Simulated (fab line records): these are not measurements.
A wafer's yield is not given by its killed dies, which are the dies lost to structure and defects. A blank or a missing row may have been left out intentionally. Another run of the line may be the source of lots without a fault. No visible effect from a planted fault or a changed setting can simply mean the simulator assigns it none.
Which of the tools did it?	flow berkeley-cmos170	14 lots, 42 wafers sampled, at 6 steps of a route of 331

== WHAT EACH GAUGE READ, for each wafer ==
UCB170_V1_THK_MEAS_04. Usual: V1_POLISHED_THK gives 999.6 nm (standard deviation 1.1).
lot	measured	on	V1_POLISHED_THK (nm)	flag
L151	day 8 22:18	film-metro-01	999.3 998.0 998.3	
L152	day 8 22:20	film-metro-04	998.8 1000.2 1000.0	
L156	day 9 14:49	film-metro-02	999.4 1000.1 1000.3	
L154	day 9 13:30	film-metro-04	1001.2 1000.5 999.4	
L155	day 9 14:49	film-metro-01	999.1 1000.3 1000.6	
L161	day 10 14:35	film-metro-02	1000.6 999.9 1001.1	
L162	day 10 21:25	film-metro-02	999.1 999.7 999.8	
L163	day 11 00:02	film-metro-01	1001.3 998.0 1002.2	
L164	day 11 01:21	film-metro-04	999.2 999.7 1000.9	
L165	day 11 15:41	film-metro-01	998.2 999.2 997.4	
L168	day 12 03:31	film-metro-01	997.6 998.2 997.5	
L170	day 12 17:19	film-metro-04	1001.3 999.6 1001.1	
L167	day 12 19:59	film-metro-01	998.7 1000.7 999.1	
L172	day 12 19:59	film-metro-04	999.8 1001.1 1000.2	

UCB170_V1_CD_MEAS_90: target cd 700 nm. Usual: cd-nm 699.8 nm, standard deviation 1.4.
lot	measured	on	cd-nm (nm)	flag
L151	day 9 00:08	cd-sem-02	699.1 698.9 698.8	
L152	day 9 00:29	cd-sem-02	700.8 701.4 700.7	
L156	day 9 16:27	cd-sem-02	- - -	OFF
L154	day 9 15:53	cd-sem-01	- - -	OFF
L155	day 9 16:42	cd-sem-01	- - -	OFF
L161	day 10 16:16	cd-sem-02	701.6 700.8 700.7	
L162	day 10 23:27	cd-sem-01	700.1 699.0 699.0	
L163	day 11 03:11	cd-sem-01	698.9 699.0 698.1	
L164	day 11 03:11	cd-sem-02	701.1 702.9 701.2	
L165	day 11 17:28	cd-sem-01	699.2 698.4 698.5	
L168	day 12 06:13	cd-sem-01	701.7 700.3 700.7	
L170	day 12 20:19	cd-sem-02	699.5 698.5 699.4	
L167	day 12 21:29	cd-sem-02	701.2 701.7 701.9	
L172	day 12 21:47	cd-sem-02	699.0 698.6 699.8	

== WHAT TOOL EACH LOT RAN ON (gives the tool, then ch and the chambers of the sampled wafers, and finally the start) ==
lot	UCB170_NSD_STRIP_09	UCB170_M1_ETCH_11	UCB170_V1_ETCH_14	UCB170_V1_STRIP_15
L151	plasma-asher-01 ch 0,1, day 8 09:35	rie-diel-01 ch 1,3, day 8 18:57	rie-diel-04 ch 1,3, day 8 23:52	plasma-asher-04 ch 0,1, day 9 00:02
L152	plasma-asher-02 ch 0,1, day 8 09:46	rie-diel-02 ch 0,1,2, day 8 19:47	rie-diel-01 ch 0,3, day 9 00:08	plasma-asher-01 ch 0,1, day 9 00:21
L156	plasma-asher-02 ch 0,1, day 9 00:17	rie-diel-02 ch 0,2,3, day 9 11:11	rie-diel-03 ch 0,1, day 9 16:11	plasma-asher-04 ch 0,1, day 9 16:21
L154	plasma-asher-04 ch 0,1, day 9 00:34	rie-diel-01 ch 1,2, day 9 10:59	rie-diel-01 ch 1,2, day 9 15:35	plasma-asher-04 ch 0,1, day 9 15:46
L155	plasma-asher-02 ch 0,1, day 9 00:34	rie-diel-03 ch 2,3, day 9 11:41	rie-diel-04 ch 0,1, day 9 16:25	plasma-asher-01 ch 0,1, day 9 16:36
L161	plasma-asher-04 ch 0,1, day 10 02:11	rie-diel-01 ch 0,2,3, day 10 12:01	rie-diel-04 ch 0,2,3, day 10 15:58	plasma-asher-02 ch 0,1, day 10 16:08
L162	plasma-asher-04 ch 0,1, day 10 10:35	rie-diel-02 ch 0,2,3, day 10 19:02	rie-diel-03 ch 0,3, day 10 23:09	plasma-asher-01 ch 1, day 10 23:20
L163	plasma-asher-02 ch 0,1, day 10 10:52	rie-diel-03 ch 0,1, day 10 21:40	rie-diel-03 ch 0,2,3, day 11 02:48	plasma-asher-04 ch 0,1, day 11 03:01
L164	plasma-asher-01 ch 1, day 10 11:04	rie-diel-01 ch 0,1,2, day 10 21:49	rie-diel-04 ch 0,1,2, day 11 02:55	plasma-asher-01 ch 0, day 11 03:05
L165	plasma-asher-02 ch 0,1, day 11 03:02	rie-diel-01 ch 0,2,3, day 11 13:18	rie-diel-03 ch 2,3, day 11 17:10	plasma-asher-02 ch 0, day 11 17:20
L168	plasma-asher-04 ch 0,1, day 11 14:47	rie-diel-03 ch 0,2,3, day 12 00:18	rie-diel-03 ch 0,1,3, day 12 05:55	plasma-asher-02 ch 0,1, day 12 06:05
L170	plasma-asher-01 ch 0,1, day 12 03:37	rie-diel-03 ch 0,1,3, day 12 14:57	rie-diel-04 ch 0,2,3, day 12 20:02	plasma-asher-02 ch 0,1, day 12 20:13
L167	plasma-asher-02 ch 0,1, day 12 04:37	rie-diel-02 ch 0,1, day 12 16:55	rie-diel-03 ch 0,1,3, day 12 21:13	plasma-asher-04 ch 0,1, day 12 21:23
L172	plasma-asher-04 ch 0, day 12 04:56	rie-diel-01 ch 0,2, day 12 17:13	rie-diel-04 ch 1,2,3, day 12 21:29	plasma-asher-01 ch 0,1, day 12 21:40
- UCB170_NSD_STRIP_09: strips in O2.
- UCB170_M1_ETCH_11: etches BARC in N2/H2.
- UCB170_V1_ETCH_14: etches SiO2 in CHF3/CF4/Ar, stops on Al, target depth 1250 nm, time 291 s.
- UCB170_V1_STRIP_15: strips in O2.

== WHAT THE TOOLS THEMSELVES READ (means of the sampled wafers that have a number; where no wafer has one, the mark that the record gives instead) ==
UCB170_NSD_STRIP_09. Usual: drypump-motor-current-A 5.4 A, standard deviation 0.43; oes-product-au 0.535 a.u., standard deviation 0.0042; strip-time-to-endpoint-s 35.85 s, standard deviation 0.081.
lot	tool	drypump-motor-current-A (A)	oes-product-au (a.u.)	strip-time-to-endpoint-s (s)	flag
L151	plasma-asher-01	5.5	0.534	35.88	
L152	plasma-asher-02	5.6	0.534	35.81	
L156	plasma-asher-02	5.6	0.533	35.82	
L154	plasma-asher-04	5.6	0.536	35.85	
L155	plasma-asher-02	5.4	0.537	35.85	
L161	plasma-asher-04	5.6	0.537	35.92	
L162	plasma-asher-04	5.6	0.537	35.97	
L163	plasma-asher-02	5.5	0.535	35.81	
L164	plasma-asher-01	5.7	0.533	35.69	
L165	plasma-asher-02	5.6	0.537	35.88	
L168	plasma-asher-04	5.2	0.531	35.89	
L170	plasma-asher-01	5.3	0.535	35.95	
L167	plasma-asher-02	5.6	0.535	35.98	
L172	plasma-asher-04	6.0	0.531	35.76	

UCB170_M1_ETCH_11. Usual: bias-w 99.95 W, standard deviation 0.28; chamber-pressure-mTorr 29.997 mTorr, standard deviation 0.029; drypump-motor-current-A 5.7 A, standard deviation 0.33; oes-product-au 0.996 a.u., standard deviation 0.012; throttle-valve-pct 13.26 %, standard deviation 0.15.
lot	tool	bias-w (W)	chamber-pressure-mTorr (mTorr)	drypump-motor-current-A (A)	oes-product-au (a.u.)	throttle-valve-pct (%)	flag
L151	rie-diel-01	99.70	30.002	5.5	1.000	13.21	
L152	rie-diel-02	99.75	29.997	5.5	0.988	13.28	
L156	rie-diel-02	99.99	29.999	5.7	0.990	13.21	
L154	rie-diel-01	100.37	29.988	5.3	0.989	13.41	
L155	rie-diel-03	100.16	29.996	5.7	0.983	13.29	
L161	rie-diel-01	100.03	29.956	5.9	1.001	13.32	
L162	rie-diel-02	99.88	30.010	5.6	0.996	13.21	
L163	rie-diel-03	100.24	29.998	6.0	1.000	13.15	
L164	rie-diel-01	99.88	30.041	5.6	1.006	13.27	
L165	rie-diel-01	99.77	30.020	6.0	0.999	13.32	
L168	rie-diel-03	100.00	29.988	5.9	0.996	13.20	
L170	rie-diel-03	100.02	30.009	5.9	0.995	13.24	
L167	rie-diel-02	100.19	29.972	5.6	0.996	13.35	
L172	rie-diel-01	99.99	30.000	5.9	1.007	13.27	

UCB170_V1_ETCH_14. Usual: CHF3_flow_sccm 44.99 sccm, standard deviation 0.12; cf4-flow-sccm 15.00 sccm, standard deviation 0.043; drypump-motor-current-A 5.6 A, standard deviation 0.44; oes-product-au 0.869 a.u., standard deviation 0.01; throttle-valve-pct 6.94 %, standard deviation 0.13.
lot	tool	CHF3_flow_sccm (sccm)	cf4-flow-sccm (sccm)	drypump-motor-current-A (A)	oes-product-au (a.u.)	throttle-valve-pct (%)	flag
L151	rie-diel-04	44.94	14.98	5.1	0.866	6.93	
L152	rie-diel-01	45.00	15.00	6.2	0.881	6.89	
L156	rie-diel-03	-	-	-	-	-	OFF
L154	rie-diel-01	-	-	-	-	-	OFF
L155	rie-diel-04	-	-	-	-	-	OFF
L161	rie-diel-04	45.03	15.04	5.3	0.871	7.03	
L162	rie-diel-03	44.87	14.96	5.9	0.868	6.87	
L163	rie-diel-03	45.09	15.01	5.9	0.867	6.89	
L164	rie-diel-04	45.00	15.02	5.2	0.861	6.93	
L165	rie-diel-03	45.04	14.97	5.7	0.865	6.92	
L168	rie-diel-03	45.03	15.00	5.9	0.866	6.93	
L170	rie-diel-04	44.90	15.02	5.3	0.870	7.03	
L167	rie-diel-03	45.08	14.95	5.9	0.869	6.93	
L172	rie-diel-04	45.00	14.99	5.1	0.871	6.96	

UCB170_V1_STRIP_15. Usual: drypump-motor-current-A 5.4 A, standard deviation 0.43; oes-product-au 0.722 a.u., standard deviation 0.0043; strip-time-to-endpoint-s 15.31 s, standard deviation 0.088.
lot	tool	drypump-motor-current-A (A)	oes-product-au (a.u.)	strip-time-to-endpoint-s (s)	flag
L151	plasma-asher-04	5.6	0.722	15.28	
L152	plasma-asher-01	5.3	0.721	15.25	
L156	plasma-asher-04	5.2	0.733	21.66	OFF
L154	plasma-asher-04	5.6	0.732	21.52	OFF
L155	plasma-asher-01	5.3	0.730	21.61	OFF
L161	plasma-asher-02	5.4	0.723	15.31	
L162	plasma-asher-01	5.7	0.723	15.32	
L163	plasma-asher-04	5.2	0.721	15.30	
L164	plasma-asher-01	5.1	0.725	15.40	
L165	plasma-asher-02	5.3	0.724	15.29	
L168	plasma-asher-02	5.4	0.721	15.30	
L170	plasma-asher-02	5.6	0.719	15.44	
L167	plasma-asher-04	5.6	0.720	15.17	
L172	plasma-asher-01	5.5	0.725	15.49	

== THE ANSWER, worked out from the rows above alone ==
Rule: a lot counts as off when the mean over its wafers that have a number is more than 3 standard deviations away from the usual mean. Also off: a lot with no number at a reading for which 4 or more lots have one. Any other lot the step has rows for is counted as sound. After the gauges, taken in route order, come the tools' own readings; for these a lot's mean is taken, as printed above. At the first step where some lot is off, the reading lying furthest off is the one used; lots without a number count as furthest.
Off: L156, L154, L155, at UCB170_V1_CD_MEAS_90 (cd-nm). Without a number there: L156, L154, L155.
A tool fits if, at a process step before that reading, it ran every lot that is off, and no sound lot after the first of them. The gauges at UCB170_V1_CD_MEAS_90 aren't tried: what is off there is off at UCB170_V1_ETCH_14 too, on other tools, and a gauge's error can't cause that. None of those tried fits.

== WHAT THE SIMULATOR PUT IN ==
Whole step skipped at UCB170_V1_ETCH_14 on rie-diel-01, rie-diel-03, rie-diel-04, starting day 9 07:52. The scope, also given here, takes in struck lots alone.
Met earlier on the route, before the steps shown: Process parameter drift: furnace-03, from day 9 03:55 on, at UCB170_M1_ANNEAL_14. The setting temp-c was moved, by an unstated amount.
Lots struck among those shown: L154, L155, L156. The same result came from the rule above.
